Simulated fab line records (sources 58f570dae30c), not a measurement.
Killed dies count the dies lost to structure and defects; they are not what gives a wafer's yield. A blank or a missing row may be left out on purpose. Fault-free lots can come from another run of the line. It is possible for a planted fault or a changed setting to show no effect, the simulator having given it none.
Chamber matching	flow berkeley-cmos170	4 sister chambers for UCB170_GATE_ETCH_15 on rie-si-01
The step etches poly-Si in HBr/Cl2, stops on SiO2, time 56.3 s, target depth 278.2 nm. 8 wafers are shown with their chamber, then 7 later ones without.

## EACH WAFER AND ITS CHAMBER
wafer	chamber	throttle-valve-pct (%)	HBr_flow_sccm (sccm)
L301.3	3	27.01	150.7
L304.1	2	26.76	149.9
L304.4	3	27.01	150.5
L317.4	1	26.30	149.4
L317.5	1	26.30	150.0
L317.6	0	26.64	149.2
L318.1	2	26.75	150.5
L318.5	0	26.64	149.5

## WAFERS WITHOUT THEIR CHAMBER
wafer	throttle-valve-pct (%)	HBr_flow_sccm (sccm)
L318.6	26.99	150.2
L321.1	26.77	150.1
L321.3	26.99	149.9
L321.4	26.64	149.7
L324.2	27.02	150.5
L324.4	26.76	150.1
L324.6	26.33	149.9

## EACH ONE'S CHAMBER
wafer	from the rows above	in truth
L318.6	3	3
L321.1	2	2
L321.3	3	3
L321.4	0	0
L324.2	3	3
L324.4	2	2
L324.6	1	1
Correctly placed: 7 of 7. Not placeable from these rows: 0. 0 placed wrongly.
How it was worked out, from the rows above alone: a wafer's distance from a chamber is the root of the sum, over the readings, of the square of ((its reading less the chamber's mean) divided by the reading's scatter). If the next closest chamber is less than 2 further off than the closest, the wafer can't be placed; otherwise it belongs to the closest. A chamber's mean is the mean of its shown wafers. How the scatter is found: for the shown wafers, subtract from each reading the mean of its chamber, square and add these, divide the total by (wafers less chambers), then take the root.
